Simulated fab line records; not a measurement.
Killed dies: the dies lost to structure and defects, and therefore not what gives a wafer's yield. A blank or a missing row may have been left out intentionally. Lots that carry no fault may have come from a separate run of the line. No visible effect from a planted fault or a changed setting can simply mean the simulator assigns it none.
Matching of chambers / flow berkeleyCmos170 / UCB170_PWELL_ETCH_14 on rieDiel-01 has 4 sister chambers
The step etches Si3N4 in CH3F/Ar/O2, stops on SiO2, target depth 242 nm, time 151 s. 4 wafers are shown with their chamber, then 8 later ones without.

== WAFERS WITH THEIR CHAMBER ==
wafer=L861.4; chamber=3; throttleValvePct (%)=8.25
wafer=L869.6; chamber=2; throttleValvePct (%)=8.04
wafer=L871.6; chamber=1; throttleValvePct (%)=8.08
wafer=L875.4; chamber=0; throttleValvePct (%)=7.99

== WAFERS WITHOUT THEIR CHAMBER ==
wafer=L875.5; throttleValvePct (%)=7.98
wafer=L875.6; throttleValvePct (%)=8.09
wafer=L877.1; throttleValvePct (%)=8.01
wafer=L877.2; throttleValvePct (%)=8.08
wafer=L877.5; throttleValvePct (%)=8.07
wafer=L879.1; throttleValvePct (%)=8.21
wafer=L879.2; throttleValvePct (%)=8.08
wafer=L879.3; throttleValvePct (%)=8.05

== EACH ONE'S CHAMBER ==
wafer=L875.5; from the rows above=0; in truth=0
wafer=L875.6; from the rows above=1; in truth=1
wafer=L877.1; from the rows above=can't be placed: 0 or 2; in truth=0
wafer=L877.2; from the rows above=1; in truth=1
wafer=L877.5; from the rows above=can't be placed: 1 or 2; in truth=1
wafer=L879.1; from the rows above=3; in truth=3
wafer=L879.2; from the rows above=1; in truth=1
wafer=L879.3; from the rows above=can't be placed: 2 or 1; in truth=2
5 of 8 placed correctly. Not placeable from these rows: 3 (in 3, the candidates include the true chamber). Number placed wrongly: 0.
How it was worked out, from the rows above alone: a wafer's distance from a chamber is the root of the sum, over the readings, of the square of ((its reading less the chamber's mean) divided by the reading's scatter). The wafer belongs to the nearest chamber; if the next one is less than 2 further off, it can't be placed. The mean given for a chamber averages the wafers shown for that chamber. The scatter: root of mean squared gap, hidden wafer to nearest shown wafer, with one shown wafer a chamber.
